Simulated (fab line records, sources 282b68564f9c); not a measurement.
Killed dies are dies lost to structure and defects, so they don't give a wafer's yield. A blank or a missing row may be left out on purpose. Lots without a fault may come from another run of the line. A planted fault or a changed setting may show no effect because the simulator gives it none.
fab line records | flow rit_cmos
record lots=6 wafers=18 last_day=8
route steps=202 shown REOX@100 NLDD@103 M1@202
lots that met no fault: from a run of the same line without faults
start_h: hours from the record's first day to the start of the lot's first wafer shown | wait_h: hours since the lot's step before | " the same as in the row above | L1.1+2: a row that stands for several wafers | - no value, or no start given | * or withheld: withheld | < > ~ a bound
route shown NAME@n: a module of which the file shows steps, and the number in the route of the first | usual: mean/standard deviation of fault-free wafers | same: alike in all rows | chamber/n: place in a boat | sites: the reading at each site | _std_site: their standard deviation | _edge_site: outer sites' mean less inner sites' | radius_mm: how far each site lies from the wafer's centre | mask NAME#n: copy n | behind: the tool/chamber that last shaped the wafer | hold: why the lot was held/for how many hours/how that ended | device: the transistor (n, p or np) that didn't switch | end of line: the same wafers' tests at the end of the route | a step without rows: its recipe alone | killed: dies lost to structure and defects at the first sort, not the wafer's yield | map: a wafer's dies, x killed, . not, _ none there
set.NAME: the setting as run; set.NAME@STEP: as run at that earlier step | model.NAME: the simulator's own value behind a step, which no gauge read
lots at some steps of the route; a table a step, a row a wafer
services: from which hour (start_h, from the record's first day; less than 0 if before it) a tool's chamber was out of use, for how many hours, and why
## steps
# step RIT_REOX_CLEAN_02
# recipe chemistry=SC2 mix=3:3:50 time_s=600 temp_c=75 dry=n2_spin
# step RIT_REOX_OXIDATION_03
# recipe temp_c=900 ambient=O2 target_thk_a=252 ox_time_s=5580
# step RIT_REOX_THK_MEAS_04
# recipe reads=SiO2_of_REOX_OXIDATION_03
# usual REOX_OXIDE_THK=25.2/0.42
# columns lot.wafer tool chamber start_h wait_h REOX_OXIDE_THK[nm]
L179.2 film_metro-02 - 44.65 0.0 25.1
L179.5 " - " " 25.2
L179.6 " - " " 24.8
L180.1 film_metro-02 - 48.50 0.0 26.0
L180.4 " - " " 25.5
L180.5 " - " " 25.8
L194.2 film_metro-02 - 123.54 0.0 25.0
L194.3 " - " " 24.8
L194.4 " - " " 24.7
L197.3 film_metro-02 - 149.16 0.0 25.7
L197.5 " - " " 25.6
L197.6 " - " " 25.7
L200.1 film_metro-02 - 168.49 0.0 25.2
L200.5 " - " " 25.6
L200.6 " - " " 25.3
L202.1 film_metro-04 - 174.27 0.0 26.2
L202.3 " - " " 26.4
L202.5 " - " " 26.1
# step RIT_NLDD_HMDS_00
# recipe prime_time_s=60 prime_temp_c=140
# step RIT_NLDD_COAT_01
# recipe resist=NOVOLAK spin_rpm=3250 resist_thk_nm=1000
# step RIT_NLDD_SOFTBAKE_02
# recipe resist=NOVOLAK temp_c=90 time_s=60
# step RIT_NLDD_EXPOSE_03
# recipe mask_id=M7 na=0.57 target_cd_nm=40700 dose_mj=250
# step RIT_NLDD_PEB_04
# recipe resist=NOVOLAK temp_c=withheld time_s=withheld
# step RIT_NLDD_DEVELOP_05
# recipe resist=NOVOLAK develop_time_s=50 dev_temp_c=23
# step RIT_NLDD_OVL_MEAS_06
# usual NLDD_OVL=-0.4/1.3
# columns lot.wafer tool chamber start_h wait_h NLDD_OVL[nm]
L179.2 overlay-01 - 45.68 - 2.7
L179.5 " - " " 1.4
L179.6 " - " " 0.4
L180.1 overlay-02 - 49.41 - -1.0
L180.4 " - " " -0.6
L180.5 " - " " -1.8
L194.2 overlay-01 - 124.44 - -0.3
L194.3 " - " " -1.0
L194.4 " - " " -1.6
L197.3 overlay-01 - 150.14 - -1.1
L197.5 " - " " 1.9
L197.6 " - " " 0.0
L200.1 overlay-02 - 169.52 - 1.8
L200.5 " - " " 1.0
L200.6 " - " " -0.8
L202.1 overlay-02 - 175.18 - -3.3
L202.3 " - " " -2.8
L202.5 " - " " -3.1
# step RIT_NLDD_HARDBAKE_07
# recipe resist=NOVOLAK temp_c=140 time_s=60
# step RIT_NLDD_IMPLANT_08
# recipe species=P energy_kev=20 dose_cm2=5e+14 tilt_deg=7
# step RIT_NLDD_STRIP_09
# recipe chemistry=O2 time_s=180 resist=NOVOLAK platen_temp_c=withheld power_w=500 pressure_mtorr=4000 o2_flow_sccm=4000
# usual chamber_pressure_mTorr=4000/3.6 drypump_motor_current_A=5.7/0.49
# columns lot.wafer tool chamber start_h wait_h chamber_pressure_mTorr drypump_motor_current_A rf_hours_counter_h
L179.2 plasma_asher-03 0 46.01 0.1 4001 5.7 25
L179.5 " 0 " " 4004 5.7 -
L179.6 " 1 " " 4001 5.2 -
L180.1 plasma_asher-03 0 49.88 0.1 4004 5.8 26
L180.4 " 0 " " 4005 5.8 -
L180.5 " 1 " " 4004 5.2 -
L194.2 plasma_asher-03 0 124.77 0.1 3198 5.7 33
L194.3 " 1 " " 3201 5.3 -
L194.4 " 0 " " 3198 5.8 -
L197.3 plasma_asher-03 1 150.52 0.1 3198 5.2 -
L197.5 " 0 " " 3205 5.8 -
L197.6 " 1 " " 3200 5.2 -
L200.1 plasma_asher-01 0 169.86 0.1 4001 5.3 44
L200.5 " 1 " " 4002 4.9 -
L200.6 " 0 " " 4000 5.3 -
L202.1 plasma_asher-02 1 175.53 0.1 3999 5.9 5
L202.3 " 0 " " 3994 6.5 -
L202.5 " 0 " " 4004 6.5 -
# step RIT_NLDD_TW_MEAS_10
# usual NLDD_TW=2506/26
# columns lot.wafer tool chamber start_h wait_h NLDD_TW
L179.2 film_metro-01 - 46.19 0.1 2469
L179.5 " - " " 2459
L179.6 " - " " 2483
L180.1 film_metro-01 - 50.05 0.1 2491
L180.4 " - " " 2497
L180.5 " - " " 2487
L194.2 film_metro-03 - 124.96 0.1 2543
L194.3 " - " " 2537
L194.4 " - " " 2543
L197.3 film_metro-03 - 150.66 0.1 2521
L197.5 " - " " 2524
L197.6 " - " " 2521
L200.1 film_metro-03 - 170.03 0.1 2546
L200.5 " - " " 2538
L200.6 " - " " 2525
L202.1 film_metro-03 - 175.71 0.1 2520
L202.3 " - " " 2530
L202.5 " - " " 2532
# step RIT_M1_PROBE_99
# usual killed_at_contacts=0.1/0.27 killed_at_front_end=7/3.1 killed_dies=7/3.2 killed_open=3.8/2.1 killed_short=3.6/2
# same gross_dies=264 killed_at_M0_to_M3=0 killed_at_M4_up=0 killed_at_back_side=0 killed_at_other=0
# columns lot.wafer tool chamber start_h wait_h killed_at_contacts killed_at_front_end killed_dies killed_open killed_short
L179.2 prober-01 - 61.47 0.1 0 6 6 3 3
L179.5 prober-01 - 61.62 0.2 1 10 11 6 5
L179.6 prober-01 - 61.67 0.2 0 7 7 4 3
L180.1 prober-02 - 66.02 0.1 0 8 8 4 4
L180.4 prober-02 - 66.17 0.2 0 12 12 6 6
L180.5 prober-02 - 66.22 0.2 0 4 4 4 0
L194.2 prober-01 - 140.09 0.1 0 5 5 2 3
L194.3 prober-01 - 140.14 0.2 0 15 15 8 7
L194.4 prober-01 - 140.19 0.2 0 10 10 8 2
L197.3 prober-01 - 165.86 0.2 0 5 5 3 2
L197.5 prober-01 - 165.96 0.2 0 15 15 10 5
L197.6 prober-01 - 166.01 0.2 0 7 7 4 3
L200.1 prober-02 - 185.06 0.1 0 3 3 2 1
L200.5 prober-02 - 185.26 0.2 0 5 5 1 4
L200.6 prober-02 - 185.31 0.2 1 6 7 4 3
L202.1 prober-01 - 191.00 0.1 0 11 11 7 4
L202.3 prober-01 - 191.10 0.2 0 6 6 5 1
L202.5 prober-01 - 191.20 0.2 1 5 6 4 2
# killed by level:class
L179.2 GATE:geometric_particle:short=3 GATE:geometric_particle:open=1 REOX:geometric_particle:open=1 SPACER:geometric_particle:open=1
L179.5 GATE:geometric_particle:open=2 REOX:geometric_particle:open=2 FOX1:geometric_particle:short=1 FOX1:geometric_particle:open=1 FOX2:geometric_particle:short=1 GATE:geometric_particle:short=1 SPACER:geometric_particle:short=1 SILICIDE:geometric_particle:open=1
L179.6 GATE:geometric_particle:open=2 REOX:geometric_particle:short=2 FOX1:geometric_particle:open=1 FOX2:geometric_particle:open=1 SPACER:geometric_particle:short=1
L180.1 GATE:geometric_particle:short=2 GATE:geometric_particle:open=2 FOX1:geometric_particle:open=1 FOX1:geometric_particle:short=1 FOX2:geometric_particle:open=1 REOX:geometric_particle:short=1
L180.4 GATE:geometric_particle:short=4 GATE:geometric_particle:open=3 REOX:geometric_particle:open=2 SILICIDE:geometric_particle:short=2 FOX2:geometric_particle:open=1
L180.5 REOX:geometric_particle:open=3 SILICIDE:geometric_particle:open=1
L194.2 FOX1:geometric_particle:open=1 GATE:geometric_particle:short=1 GATE:geometric_particle:open=1 REOX:geometric_particle:short=1 SILICIDE:geometric_particle:short=1
L194.3 GATE:geometric_particle:open=4 FOX1:geometric_particle:open=2 FOX2:geometric_particle:short=2 SPACER:geometric_particle:short=2 FOX1:geometric_particle:short=1 SILICIDE:geometric_particle:open=1 GATE:geometric_particle:short=1 SPACER:geometric_particle:open=1
L194.4 GATE:geometric_particle:open=6 GATE:geometric_particle:short=2 FOX2:geometric_particle:open=1 REOX:geometric_particle:open=1
L197.3 FOX1:geometric_particle:open=1 GATE:geometric_particle:open=1 REOX:geometric_particle:short=1 SPACER:geometric_particle:short=1 SILICIDE:geometric_particle:open=1
L197.5 GATE:geometric_particle:open=4 GATE:geometric_particle:short=3 REOX:geometric_particle:open=3 FOX1:geometric_particle:short=1 FOX1:geometric_particle:open=1 SPACER:geometric_particle:short=1 SPACER:geometric_particle:open=1 SILICIDE:geometric_particle:open=1
L197.6 GATE:geometric_particle:open=2 FOX1:geometric_particle:short=1 FOX2:geometric_particle:open=1 FOX2:geometric_particle:short=1 SPACER:geometric_particle:open=1 SPACER:geometric_particle:short=1
L200.1 REOX:geometric_particle:open=1 SPACER:geometric_particle:open=1 SILICIDE:geometric_particle:short=1
L200.5 FOX1:geometric_particle:short=2 GATE:geometric_particle:short=2 SPACER:geometric_particle:open=1
L200.6 SPACER:geometric_particle:open=2 GATE:geometric_particle:open=1 REOX:geometric_particle:open=1 SPACER:geometric_particle:short=1 SILICIDE:geometric_particle:short=1 CONTACT:geometric_particle:short=1
L202.1 SPACER:geometric_particle:open=3 GATE:geometric_particle:open=2 GATE:geometric_particle:short=2 SPACER:geometric_particle:short=2 REOX:geometric_particle:open=1 SILICIDE:geometric_particle:open=1
L202.3 GATE:geometric_particle:open=3 GATE:geometric_particle:short=1 SPACER:geometric_particle:open=1 SILICIDE:geometric_particle:open=1
L202.5 SPACER:geometric_particle:open=2 GATE:geometric_particle:short=1 REOX:geometric_particle:open=1 SILICIDE:geometric_particle:short=1 CONTACT:geometric_particle:open=1
## services
# columns tool chamber start_h hours kind
plasma_asher-03 - 54.35 4.3 repair
plasma_asher-01 - 54.84 6.3 repair
plasma_asher-02 - 108.75 9.0 pm
plasma_asher-02 0 108.75 9.0 vent_cycle
plasma_asher-02 1 108.75 9.0 vent_cycle
plasma_asher-02 0 117.75 - clean
plasma_asher-02 1 117.75 - clean
## key
first_sign step=RIT_NLDD_STRIP_09 reading=chamber_pressure_mTorr direction=down sigmas=99+ usual=4000 struck=3200
effect none on later readings
met_at RIT_NLDD_STRIP_09
struck_wafers L194.2,L194.3,L194.4,L197.3,L197.5,L197.6
tester_left_out L194,L197
onset_between 49.88 124.77
fault kind=process_parameter_drift tool=plasma_asher-03 chamber=- onset_h=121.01 steps=RIT_NLDD_STRIP_09 channel=pressure_mtorr offset=-800 shape=step end_h=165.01 acts_in=these_recipes_only stated=4000
# tester_left_out: of these lots the tester's yield and bins aren't shown, on N5 and GAA mostly nor the transistor test; their killed dies are dies lost to structure and defects alone, not to doping, threshold or leakage, so they don't give the yield
